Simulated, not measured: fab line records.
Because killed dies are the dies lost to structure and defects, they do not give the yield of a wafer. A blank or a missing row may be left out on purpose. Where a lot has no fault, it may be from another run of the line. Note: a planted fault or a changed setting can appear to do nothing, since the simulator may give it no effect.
Tool commonality check ; flow berkeley-cmos170 ; 13 lots and 42 wafers in the sample

== WHY IT WAS OPENED ==
Flagged at UCB170_ACTIVE_CD_MEAS_13: reading cd-nm, on 1 of 13 lots. Fault-free wafers read 1199.9 nm, with a standard deviation of 1.6.
Rule: a lot is flagged when every wafer of it that has a number lies more than 4 standard deviations from that mean, or none has a number. The rest of the lots are taken to be sound.

lot;measured;on;cd-nm (nm), wafer by wafer;flag
L850;day 4 08:34;cd-sem-02;1201.5 1201.0 1199.6;
L851;day 4 16:41;cd-sem-01;1200.2 1201.6 1199.4;
L853;day 5 04:10;cd-sem-01;1200.5 1201.0 1199.8;
L854;day 5 04:46;cd-sem-01;1199.1 1197.2 1198.1;
L855;day 5 08:28;cd-sem-02;1200.6 1200.3 1201.5;
L856;day 5 19:46;cd-sem-02;1200.5 1201.0 1200.6;
L859;day 6 06:46;cd-sem-02;1376.1 1377.1 1377.6 1376.0 1376.9 1377.8;FLAGGED
L860;day 6 14:47;cd-sem-02;1201.3 1201.7 1200.4;
L866;day 7 14:50;cd-sem-01;1198.8 1199.0 1200.4;
L867;day 7 15:04;cd-sem-01;1201.1 1202.1 1203.7;
L870;day 8 10:49;cd-sem-02;1197.8 1198.2 1197.8;
L872;day 8 19:46;cd-sem-01;1197.6 1196.6 1197.3;
L873;day 8 19:59;cd-sem-01;1200.7 1199.9 1200.1;
On average the flagged lots read 1376.9 nm, which is +177.0 nm against the usual, or +99 or more standard deviations.

== TOOL THAT RAN EACH LOT ==
The record keeps 1 process step preceding the reading, out of 331 steps on the route. In each cell: the tool, then ch and the chambers that the sampled wafers went through, then the start.
lot;flag;UCB170_ACTIVE_EXPOSE_10
L850;;krf-scanner-02 ch 0, day 4 07:56
L851;;krf-scanner-01 ch 0, day 4 15:59
L853;;krf-scanner-02 ch 0, day 5 03:20
L854;;krf-scanner-01 ch 0, day 5 04:04
L855;;krf-scanner-02 ch 0, day 5 08:01
L856;;krf-scanner-02 ch 0, day 5 19:02
L859;FLAGGED;krf-scanner-02 ch 0, day 6 06:02
L860;;krf-scanner-02 ch 0, day 6 13:58
L866;;krf-scanner-01 ch 0, day 7 14:17
L867;;krf-scanner-01 ch 0, day 7 14:22
L870;;krf-scanner-01 ch 0, day 8 10:13
L872;;krf-scanner-01 ch 0, day 8 18:43
L873;;krf-scanner-01 ch 0, day 8 18:50
What is done by these steps:
- UCB170_ACTIVE_EXPOSE_10: exposes mask ACTIVE, target cd 1200 nm.
- UCB170_ACTIVE_CD_MEAS_13: target cd 1200 nm.

== FLAGGED OVER TOTAL, TOOL BY TOOL (the gauges that took the reading come last) ==
step;tool;lots run;flagged;share of the flagged lots;sound lots run after its first flagged lot
UCB170_ACTIVE_EXPOSE_10;krf-scanner-01;7;0;none;-
UCB170_ACTIVE_EXPOSE_10;krf-scanner-02;6;1;all;1 (L860)
UCB170_ACTIVE_CD_MEAS_13;cd-sem-01;7;0;none;-
UCB170_ACTIVE_CD_MEAS_13;cd-sem-02;6;1;all;2 (L860,L870)

== WHAT THE TABLE PERMITS ==
Every flagged lot went through 2 rows of the table: krf-scanner-02 at UCB170_ACTIVE_EXPOSE_10 and cd-sem-02 at UCB170_ACTIVE_CD_MEAS_13.
- krf-scanner-02 at UCB170_ACTIVE_EXPOSE_10: 1 of its 6 lots flagged. Sound lots followed the first flagged one (L860) on it, something a lasting fault affecting the whole tool could not allow.
- cd-sem-02 at UCB170_ACTIVE_CD_MEAS_13: 1 of its 6 lots flagged. Sound lots followed the first flagged one (L860, L870) on it, something a lasting fault affecting the whole tool could not allow.
Not one row of the table ran every flagged lot while running no sound lot after the first.

== WHAT WAS PUT IN BY THE SIMULATOR ==
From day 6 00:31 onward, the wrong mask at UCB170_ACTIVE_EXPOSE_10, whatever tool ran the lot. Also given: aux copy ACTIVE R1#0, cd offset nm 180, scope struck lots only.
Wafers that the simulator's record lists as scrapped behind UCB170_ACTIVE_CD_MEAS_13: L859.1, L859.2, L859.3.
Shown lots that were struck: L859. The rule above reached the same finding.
